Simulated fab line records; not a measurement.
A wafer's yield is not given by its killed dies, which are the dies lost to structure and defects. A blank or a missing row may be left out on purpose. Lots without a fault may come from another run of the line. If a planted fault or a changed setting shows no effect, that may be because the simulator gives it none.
Lot-split experiment | flow berkeley-cmos170 | route with 331 steps; 5 lots, 23 wafers read

== SPLIT DETAILS ==
At UCB170_M2_SPUTTER_01 (material Al, target thk 900 nm, time 120 s), the setting power-w was moved away from the recipe's 6000 W on 8 of the 23 wafers read, by -6.0% to +11.6%. The other wafers ran this setting at the recipe's value.

== SPLIT TO READING: what lies between them in the file, 1 step ==
- UCB170_M2_RS_MEAS_02: measures by four-point-probe

== THE READING ==
M2_AL_THK, in nm, at UCB170_M2_THK_MEAS_03 (measures by xrf). Fault-free wafers of this fab line usually give 910 nm, standard deviation 11 nm.

wafer  | tool, chamber at the split | power-w as run, W | against the recipe | M2_AL_THK, nm | against lot-mates on the recipe
L078.1 | pvd-sputter-04, -          | 6000              | recipe             | 933           | -
L078.3 | pvd-sputter-04, -          | 6000              | recipe             | 925           | -
L078.4 | pvd-sputter-04, -          | 6000              | recipe             | 921           | -
L079.1 | pvd-sputter-03, -          | 5641              | -6.0%              | 856           | -52
L079.2 | pvd-sputter-03, -          | 5641              | -6.0%              | 855           | -53
L079.4 | pvd-sputter-03, -          | 6000              | recipe             | 913           | -
L079.5 | pvd-sputter-03, -          | 5641              | -6.0%              | 855           | -53
L079.6 | pvd-sputter-03, -          | 6000              | recipe             | 903           | -
L083.1 | pvd-sputter-03, -          | 6000              | recipe             | 901           | -
L083.3 | pvd-sputter-03, -          | 6000              | recipe             | 901           | -
L083.4 | pvd-sputter-03, -          | 6267              | +4.4%              | 931           | +30
L083.5 | pvd-sputter-03, -          | 6000              | recipe             | 901           | -
L083.6 | pvd-sputter-03, -          | 6267              | +4.4%              | 936           | +35
L081.1 | pvd-sputter-04, -          | 6000              | recipe             | 901           | -
L081.3 | pvd-sputter-04, -          | 6000              | recipe             | 912           | -
L081.4 | pvd-sputter-04, -          | 6000              | recipe             | 908           | -
L081.5 | pvd-sputter-04, -          | 6000              | recipe             | 909           | -
L081.6 | pvd-sputter-04, -          | 6000              | recipe             | 900           | -
L085.1 | pvd-sputter-03, -          | 6000              | recipe             | 906           | -
L085.2 | pvd-sputter-03, -          | 6000              | recipe             | 896           | -
L085.4 | pvd-sputter-03, -          | 6698              | +11.6%             | 1006          | +105
L085.5 | pvd-sputter-03, -          | 6698              | +11.6%             | 1007          | +106
L085.6 | pvd-sputter-03, -          | 6698              | +11.6%             | 1022          | +121

FIT RESULTS
A straight line over all 23 wafers: M2_AL_THK changes by +8.68 nm for each +1% of power-w; r = +0.97; the points scatter about the line by 10 nm.
The same after taking each lot's own level away (the mean of its wafers on the recipe; 23 wafers): +9.22 nm for each +1%; r = +0.99; scatter 5.6 nm.
On that fit, the largest move of power-w shifts the reading by 1.1e+02 nm.
Across the lots, their own levels run from 901.0 to 926.3 nm, a range of 2.3 times the standard deviation given above.
The two slopes are in agreement: the lot-to-lot level therefore moves the slope only a little.
Check: for one of the wafers moved furthest among these (+11.6%), held out of the fit, the line's prediction against its lot-mates is +108 nm. It came out at +105 nm against them.

== FURTHER SPLITS ON THESE WAFERS ==
Before the reading, these wafers also passed through other splits. Each is held against what the fit with the lots' levels taken away leaves over:
other split on the same wafers      | wafers away from the commonest value | r with M2_AL_THK (lot level and that fit taken away)
UCB170_PSD_IMPLANT_08 energy-kev    | 5                                    | -0.31
UCB170_BACKSIDE_COAT_01 spin-rpm    | 7                                    | +0.14
UCB170_CONTACT_CVD_01 o2-flow-sccm  | 10                                   | +0.29
UCB170_M1_COAT_04 resist-thk-nm     | 5                                    | +0.17
UCB170_V1_CMP_02 leave-above-ref-nm | 4                                    | +0.07
UCB170_V1_EXPOSE_09 dose-mj         | 5                                    | +0.02

== THE WHOLE CHAIN: every reading that the file lists as answering this split, in the file's order ==
step                  | what it does                               | reading                                                                     | change (the file's fit)               | r (the file's)
UCB170_M2_SPUTTER_01  | material Al, target thk 900 nm, time 120 s | Al_of_M2_SPUTTER_01.thk-nm (the simulator's own value, which no gauge read) | +8.71 nm for each +1% of the setting  | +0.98
UCB170_M2_RS_MEAS_02  | measures by four-point-probe               | M2_AL_RS                                                                    | -0.000297 for each +1% of the setting | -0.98
UCB170_M2_THK_MEAS_03 | measures by xrf                            | M2_AL_THK                                                                   | +9.17 for each +1% of the setting     | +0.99

== FILE'S OWN FIT ==
M2_AL_THK changes by +9.17 nm for each +1% of power-w, r = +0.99.
